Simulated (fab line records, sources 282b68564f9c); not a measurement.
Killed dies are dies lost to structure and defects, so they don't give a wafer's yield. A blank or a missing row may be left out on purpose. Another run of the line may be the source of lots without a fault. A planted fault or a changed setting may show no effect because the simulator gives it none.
Struck lot and sound lot, side by side -- flow rit_cmos -- 44 steps out of a route of 202
Sound: wafers L511.1, L511.2, L511.4. Struck: wafers L516.4, L516.5, L516.6. At the end, the cause is stated.
Each step with rows lists, per side, the tool, then ch with its chambers, then its first start. Under that, the readings that differ: sound wafers -- struck wafers -- difference of the means -- sigmas: that difference in standard deviations of wafers without a fault.
alike: a reading whose means differ by less than 2 such deviations, as well as words and numbers matching on both sides. not compared: withheld readings; readings where some wafer has no value; bounds like >300 that might hide an equal value; numbers whose values overlap and for which the record gives no deviation.
A row with sigmas, a row that says differs or no value, or rows on one side alone: a step with any of these is where the two part. Numbers that don't overlap but have no deviation are shown without sigmas and don't part them. A reading missing from all wafers of one side parts the sides only when that side holds two or more wafers.

first, 1 step without rows for these wafers: RIT_PRETRO_IMPLANT_08.
RIT_PRETRO_STRIP_09: strips in O2, time 180 s.
  sound on plasma_asher-03 ch 0,1, day 2 20:46; struck on plasma_asher-04 ch 0,1, day 3 19:08
  alike: drypump_motor_current_A
  not compared: rf_hours_counter_h
RIT_PRETRO_TW_MEAS_10:
  struck on film_metro-03, day 3 19:17; sound on film_metro-01, day 2 20:57
  alike: PRETRO_TW
then, 5 steps without rows for these wafers: RIT_GATE_WET_ETCH_00 (etches SiO2 in BOE, target depth 56 nm, time 60 s); RIT_GATE_CLEAN_01 (cleans in SC1, time 600 s); RIT_GATE_CLEAN_02 (cleans in dHF, time 30 s); RIT_GATE_CLEAN_03 (cleans in SC2, time 600 s); RIT_GATE_CLEAN_04 (cleans in dHF, time 60 s).
RIT_FOX2_THK_MEAS_91:
  struck on film_metro-04, day 3 19:46; sound on film_metro-02, day 2 21:28
reading,sound,struck,difference,sigmas
FIELD_OXIDE_LEFT_2_THK (nm),251 255 254,266 271 263,+13,+2
then, 2 steps without rows for these wafers: RIT_GATE_OXIDATION_05 (target thk 3 nm, ox time 270 s); RIT_GATE_ANNEAL_06 (time 600 s).
RIT_GATE_THK_MEAS_07:
  struck on film_metro-04, day 3 21:19; sound on film_metro-03, day 3 01:28
reading,sound,struck,difference,sigmas
GATE_OXIDE_THK (nm),3.15 3.04 3.09,3.00 2.98 2.97,-0.11,-2
RIT_GATE_CVD_08: deposits poly-Si from SiH4, target thk 250 nm, time 2220 s.
  sound on lpcvd-02 ch 1, day 3 01:31; struck on lpcvd-02 ch 1, day 3 22:26
reading,sound,struck,difference,sigmas
model.poly-Si_of_GATE_CVD_08.thk_nm (nm),244.9 247.7 247.2,267 267 264.2,+19,
  alike: sih4_flow_sccm
RIT_GATE_THK_MEAS_09:
  struck on film_metro-03, day 4 00:05; sound on film_metro-03, day 3 03:08
reading,sound,struck,difference,sigmas
GATE_POLY_THK (nm),244.8 247.6 247.4,267.0 266.8 264.3,+19.4,+8
then, 6 steps without rows for these wafers: RIT_GATE_HMDS_10 (prime time 60 s); RIT_GATE_COAT_11 (resist thk 850 nm); RIT_GATE_SOFTBAKE_12 (time 59.16 s); RIT_GATE_EXPOSE_13 (exposes mask M6, target cd 150 nm); RIT_GATE_PEB_14; RIT_GATE_DEVELOP_15 (develop time 50 s).
RIT_GATE_CD_MEAS_16 targets a cd of 150 nm.
  struck on cd_sem-02, day 4 01:01; sound on cd_sem-01, day 3 04:43
  alike: cd_nm
RIT_GATE_OVL_MEAS_17:
  struck on overlay-02, day 4 01:06; sound on overlay-02, day 3 04:50
  alike: GATE_OVL
then, 1 step without rows for these wafers: RIT_GATE_HARDBAKE_18 (time 60 s).
RIT_GATE_ETCH_19: etches poly-Si in SF6/CHF3/O2, stops on SiO2, time 165 s, target depth 312.5 nm.
  sound on rie_si-02 ch 0,3, day 3 05:15; struck on rie_si-01 ch 0,1,3, day 4 01:19
reading,sound,struck,difference,sigmas
oes_product_au (a.u.),0.833 0.832 0.833,0.895 0.892 0.881,+0.057,+6
model.GATE.feature_depth_nm (nm),244.9 247.7 247.2,267 267 264.2,+19,
model.etch.depth_nm (nm),244.9 247.7 247.2,267 267 264.2,+19,
  alike: drypump_motor_current_A, rf_fwd_power_W, throttle_valve_pct
  not compared: rf_hours_counter_h
RIT_GATE_STRIP_20: strips in O2, time 180 s.
  sound on plasma_asher-03 ch 0,1, day 3 05:22; struck on plasma_asher-03 ch 0,1, day 4 01:26
  alike: drypump_motor_current_A
  not compared: rf_hours_counter_h
RIT_GATE_CD_MEAS_90 targets a cd of 150 nm.
  struck on cd_sem-02, day 4 01:37; sound on cd_sem-02, day 3 05:32
  alike: cd_nm
then, 4 steps without rows for these wafers: RIT_REOX_CLEAN_00 (cleans in SC1, time 600 s); RIT_REOX_CLEAN_01 (cleans in dHF, time 30 s); RIT_REOX_CLEAN_02 (cleans in SC2, time 600 s); RIT_REOX_OXIDATION_03 (target thk 25.2 nm, ox time 5580 s).
RIT_REOX_THK_MEAS_04:
  struck on film_metro-01, day 4 04:39; sound on film_metro-03, day 3 08:35
  alike: REOX_OXIDE_THK
then, 6 steps without rows for these wafers: RIT_NLDD_HMDS_00 (prime time 60 s); RIT_NLDD_COAT_01 (resist thk 1000 nm); RIT_NLDD_SOFTBAKE_02 (time 60 s); RIT_NLDD_EXPOSE_03 (exposes mask M7, target cd 40700 nm); RIT_NLDD_PEB_04; RIT_NLDD_DEVELOP_05 (develop time 50 s).
RIT_NLDD_OVL_MEAS_06:
  struck on overlay-01, day 4 05:40; sound on overlay-02, day 3 09:31
  alike: NLDD_OVL
then, 2 steps without rows for these wafers: RIT_NLDD_HARDBAKE_07 (time 60 s); RIT_NLDD_IMPLANT_08.
RIT_NLDD_STRIP_09: strips in O2, time 180 s.
  sound on plasma_asher-02 ch 0,1, day 3 09:59; struck on plasma_asher-04 ch 0,1, day 4 06:03
  alike: drypump_motor_current_A
  not compared: rf_hours_counter_h
RIT_NLDD_TW_MEAS_10:
  struck on film_metro-01, day 4 06:11; sound on film_metro-02, day 3 10:10
  alike: NLDD_TW
RIT_SDANNEAL_CLEAN_02: cleans in SC2, time 600 s.
  sound on wet_bench-01 ch 0, day 3 17:49; struck on wet_bench-01 ch 2, day 4 13:37
reading,sound,struck,difference,sigmas
model.poly-Si_of_GATE_CVD_08.thk_nm (nm),155.4 160.4 158.7,179.2 179.5 175.6,+19.9,
  alike: bath_heat_duty_pct
RIT_M1_PROBE_99:
  struck on prober-01, day 4 21:23; sound on prober-02, day 4 01:35
reading,sound,struck,difference,sigmas
model.etest.nmos_turned.drive_ua_um,329.8 319.3 312.7,302.6 300.2 297.8,-20.4,
  alike: killed_at_contacts, killed_at_front_end, killed_dies, killed_open, killed_short
  not compared: model.etest.poly_comb_over_steps.leak_log10_a_um

== WHERE THEY PART ==
Last at RIT_GATE_ETCH_19 as far as this record goes, first at RIT_FOX2_THK_MEAS_91. Later steps at which nothing parts them and some readings are alike: RIT_GATE_STRIP_20, RIT_GATE_CD_MEAS_90, RIT_REOX_THK_MEAS_04, RIT_NLDD_OVL_MEAS_06, RIT_NLDD_STRIP_09, RIT_NLDD_TW_MEAS_10, RIT_SDANNEAL_CLEAN_02, RIT_M1_PROBE_99.

WHY: what the simulator had put in
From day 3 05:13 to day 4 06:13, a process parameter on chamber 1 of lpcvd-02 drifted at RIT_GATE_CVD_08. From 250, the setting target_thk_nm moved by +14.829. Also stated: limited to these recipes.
